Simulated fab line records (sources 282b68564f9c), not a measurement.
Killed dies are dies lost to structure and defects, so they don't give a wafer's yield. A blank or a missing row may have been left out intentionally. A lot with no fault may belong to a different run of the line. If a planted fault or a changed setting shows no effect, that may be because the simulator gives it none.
Comparing a struck lot with a sound one	flow rit_cmos	21 out of 202 route steps
Sound: these wafers, L702.2, L702.3, L702.5. Struck: wafers L707.1, L707.3, L707.4. The cause comes at the end.
Each step with rows lists, per side, the tool, then ch with its chambers, then its first start. Under that, the readings that differ: sound wafers	struck wafers	difference of the means	sigmas: that difference in standard deviations of wafers without a fault.
alike: readings with means less than 2 such deviations apart, plus words and numbers identical on both sides. not compared: withheld readings, readings lacking a value on some wafer, bounds such as >300 that could conceal the same value, and numbers that have no deviation in the record and whose values overlap.
A row with sigmas, a row that says differs or no value, or rows on one side alone: a step with any of these is where the two part. When numbers do not overlap yet have no deviation, they are printed without sigmas and do not part them. A reading missing from all wafers of one side parts the sides only when that side holds two or more wafers.

first, 3 steps without rows for these wafers: RIT_PWELL_EXPOSE_03 (exposes mask M3, target cd 43700 nm); RIT_PWELL_PEB_04; RIT_PWELL_DEVELOP_05 (develop time 71.04 s).
RIT_PWELL_OVL_MEAS_06:
  sound on overlay-02 at day 3 12:01; struck on overlay-01 at day 4 17:06
  alike: PWELL_OVL
then, 2 steps without rows for these wafers: RIT_PWELL_HARDBAKE_07 (time 120 s); RIT_PWELL_IMPLANT_08.
RIT_PWELL_STRIP_09: strips in O2, time 180 s.
  sound on plasma_asher-02 ch 0, day 3 12:40; struck on plasma_asher-02 ch 0,1, day 4 17:32
  alike: drypump_motor_current_A
  not compared: rf_hours_counter_h
RIT_PWELL_TW_MEAS_10:
  sound on film_metro-03 at day 3 12:51; struck on film_metro-04 at day 4 17:43
reading	sound	struck	difference	sigmas
PWELL_TW	951 949 949	970 966 970	+19	+2
then, 1 step without rows for these wafers: RIT_WELLDRIVE_ANNEAL_00 (time 14700 s).
RIT_WELLDRIVE_RS_MEAS_01: measurement is done with a four-point probe.
  sound on film_metro-01 at day 3 18:00; struck on film_metro-04 at day 4 22:51
  alike: NWELL_RS
RIT_WELLDRIVE_RS_MEAS_02: measurement is done with a four-point probe.
  sound on film_metro-01 at day 3 18:07; struck on film_metro-04 at day 4 22:58
  alike: PWELL_RS
then, 1 step without rows for these wafers: RIT_NRETRO_HMDS_00 (prime time 60 s).
RIT_NRETRO_COAT_01: resist thk 1300 nm.
  sound on litho_track-04 ch 0, day 3 18:24; struck on litho_track-04 ch 0, day 4 23:14
reading	sound	struck	difference	sigmas
model.NOVOLAK_of_NRETRO_COAT_01.thk_nm (nm)	1300 1301 1303	1430 1432 1428	+129	
then, 4 steps without rows for these wafers: RIT_NRETRO_SOFTBAKE_02 (time 60 s); RIT_NRETRO_EXPOSE_03 (exposes mask M4, target cd 43900 nm); RIT_NRETRO_PEB_04; RIT_NRETRO_DEVELOP_05 (develop time 68 s).
RIT_NRETRO_OVL_MEAS_06:
  sound on overlay-01 at day 3 19:14; struck on overlay-01 at day 5 00:06
  alike: NRETRO_OVL
RIT_NRETRO_HARDBAKE_07: time 120 s.
  sound on litho_track-04 ch 0, day 3 19:19; struck on litho_track-03 ch 0, day 5 00:08
reading	sound	struck	difference	sigmas
model.NOVOLAK_of_NRETRO_COAT_01.thk_nm (nm)	1137 1137 1139	1249 1250 1247	+111	
  alike: heater_power_total_W, plate_temp_C
then, 1 step without rows for these wafers: RIT_NRETRO_IMPLANT_08.
RIT_M1_PROBE_99:
  sound on prober-02 at day 5 01:17; struck on prober-01 at day 6 07:05
  alike: killed_at_contacts, killed_at_front_end, killed_dies, killed_open, killed_short

== WHERE THEY PART ==
Only at RIT_PWELL_TW_MEAS_10, as far as this record shows. Later steps at which nothing parts them and some readings are alike: RIT_WELLDRIVE_RS_MEAS_01, RIT_WELLDRIVE_RS_MEAS_02, RIT_NRETRO_OVL_MEAS_06, RIT_NRETRO_HARDBAKE_07, RIT_M1_PROBE_99.

WHY: what had been put in by the simulator
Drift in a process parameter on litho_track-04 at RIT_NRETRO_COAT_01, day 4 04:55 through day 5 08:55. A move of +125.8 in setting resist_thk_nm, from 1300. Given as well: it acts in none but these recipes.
